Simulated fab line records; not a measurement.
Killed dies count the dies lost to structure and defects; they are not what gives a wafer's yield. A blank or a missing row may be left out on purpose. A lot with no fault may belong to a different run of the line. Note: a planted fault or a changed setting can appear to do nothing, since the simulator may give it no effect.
The tool behind it: which one?    flow berkeleyCmos170    7 lots, 21 wafers sampled, at 3 steps of a route of 331

WHAT EACH GAUGE READ, for each wafer
UCB170_NSD_TW_MEAS_10.
lot   measured      on            NSD_TW
L564  day 6 22:18   filmMetro-02  4153 4168 4164
L565  day 7 06:59   filmMetro-01  4204 4218 4224
L569  day 8 09:56   filmMetro-01  4227 4239 4239
L573  day 8 15:11   filmMetro-03  4154 4159 4144
L568  day 8 15:50   filmMetro-01  3997 4007 3998
L581  day 10 15:47  filmMetro-02  4165 4142 4156
L584  day 11 12:41  filmMetro-01  4190 4193 4203

TOOL THAT RAN EACH LOT (tool first, then ch and the chambers of the sampled wafers, then the start)
lot   UCB170_NSD_IMPLANT_08            UCB170_NSD_STRIP_09
L564  implanter-04 ch 0, day 6 22:04   plasmaAsher-03 ch 0,1, day 6 22:11
L565  implanter-02 ch 0, day 7 06:44   plasmaAsher-02 ch 0,1, day 7 06:53
L569  implanter-03 ch 0, day 8 09:43   plasmaAsher-01 ch 0,1, day 8 09:50
L573  implanter-02 ch 0, day 8 14:58   plasmaAsher-03 ch 0,1, day 8 15:05
L568  implanter-03 ch 0, day 8 15:37   plasmaAsher-01 ch 0,1, day 8 15:44
L581  implanter-02 ch 0, day 10 15:32  plasmaAsher-01 ch 0,1, day 10 15:41
L584  implanter-02 ch 0, day 11 12:23  plasmaAsher-03 ch 0,1, day 11 12:31
- UCB170_NSD_IMPLANT_08
- UCB170_NSD_STRIP_09: strips in O2.

THE ANSWER, worked out from the rows above alone
Rule: the usual values come from the lots themselves. The widest of any qualifying gaps counts: lots, ordered by their means at a reading, are off when they make up no more than a third of the lots, leave a main group of 4 or more, and stand apart from it by 3 or more times the standard deviation of that group's means. The tables above print the reading to a certain number of digits; a main group whose means all agree to those digits is not used. Also off: a lot with no number at a reading for which 4 or more lots have one. All remaining lots with rows at the step are treated as sound.
Off: L568, at UCB170_NSD_TW_MEAS_10 (NSD_TW). Main group: mean 4186, sd 32.
A tool fits if, at a process step before that reading, it ran every lot that is off, and no sound lot after the first of them. The gauges at UCB170_NSD_TW_MEAS_10 are tried like those tools. One fits: UCB170_NSD_IMPLANT_08 on implanter-03. A fault onset in the window from L569 (day 8 09:43, its last sound lot) to L568 (day 8 15:37, its first lot off) fits.

WHAT THE SIMULATOR PUT IN
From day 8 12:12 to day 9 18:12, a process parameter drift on implanter-03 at UCB170_NSD_IMPLANT_08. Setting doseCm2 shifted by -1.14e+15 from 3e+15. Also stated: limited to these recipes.
Struck lots among those shown: L568. The rule above found the same.
